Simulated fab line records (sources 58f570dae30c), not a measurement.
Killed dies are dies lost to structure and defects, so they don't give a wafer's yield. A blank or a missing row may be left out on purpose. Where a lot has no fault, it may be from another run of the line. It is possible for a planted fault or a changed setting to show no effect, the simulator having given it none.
Problem report in the 8D (eight disciplines) form, filled by code ; flow berkeley-cmos170 ; the parts of the form that need people (team, actions taken, sign-off) are left out

## 1. THE PROBLEM
Wafers without a fault read 8.929 %, standard deviation 0.016; lamp-power-pct at UCB170_SILICIDE_RTA_04 reads a mean of 14.245 % on 6 wafers belonging to 2 lots. That is +99 or more standard deviations from the usual mean.
The step: time 15 s.
Earliest sighting: wafer L163.1 on rtp-anneal-02 at day 8 13:16. The record has a number at this step for 42 wafers belonging to 14 lots. Rule for "out", or "out of limits": more than 4 standard deviations from the usual mean. The rest of the wafers with a number are treated as sound.

## 2. WHAT THIS IS AND IS NOT
question;is;is not
which readings at this step;lamp-power-pct, wafer_temp_C_max;chamber-o2-ppm
which lots;L163, L166;L160, L161, L162, L164, L165, L174, L176, L177, L178, L181, L182, L183
which wafers of those lots;all that have a number;-
read on which tools;rtp-anneal-02;rtp-anneal-01
when;from day 8 13:16;"up to then (9 sound wafers); but 27 sound wafers of L162, L165, L174, L176, L177, L178, L181, L182, L183 came after"

## 3. WHAT RULES OUT EACH SUSPECT
Counting: a tool stays on the suspect list if, at a process step up to the reading, it processed all lots that are out and no sound lot following the first of them.
- rtp-anneal-02 at UCB170_SILICIDE_RTA_04 (time 15 s): ruled out as a lasting fault. The sound lots L177, L176, L181, L182, L183 went through it after L163, its earliest lot that is out (day 8 13:16).
Left after counting: nothing in the record.

## 4. THE CAUSE (what the simulator had put in)
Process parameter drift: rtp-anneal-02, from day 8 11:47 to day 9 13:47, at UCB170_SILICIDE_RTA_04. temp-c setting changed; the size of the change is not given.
Counting ruled it out, wrongly.

## 5. THE EFFECT CHAIN, in route order
Each row: a reading whose mean over the struck wafers that have a number lies more than 3 standard deviations from the usual. Scope: only readings with a usual standard deviation given in the record; hours: median across lots of the time from each lot's start at the first step in this table that gives one to its start at this step; sigmas: change in usual standard deviations.
hours;step;reading;usual;on struck wafers;change;sigmas
0;UCB170_SILICIDE_RTA_04;lamp-power-pct;8.929 %;14.245;+5.316;+99 or more
0;UCB170_SILICIDE_RTA_04;wafer_temp_C_max;652.4;792.2;+139.8;+99 or more
Process steps it contains:
- UCB170_SILICIDE_RTA_04: time 15 s.

## 6. HOW IT WOULD HAVE BEEN CAUGHT EARLIER
In this record the first reading out of limits was taken at day 8 13:16, 1 hour after the fault began at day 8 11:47.
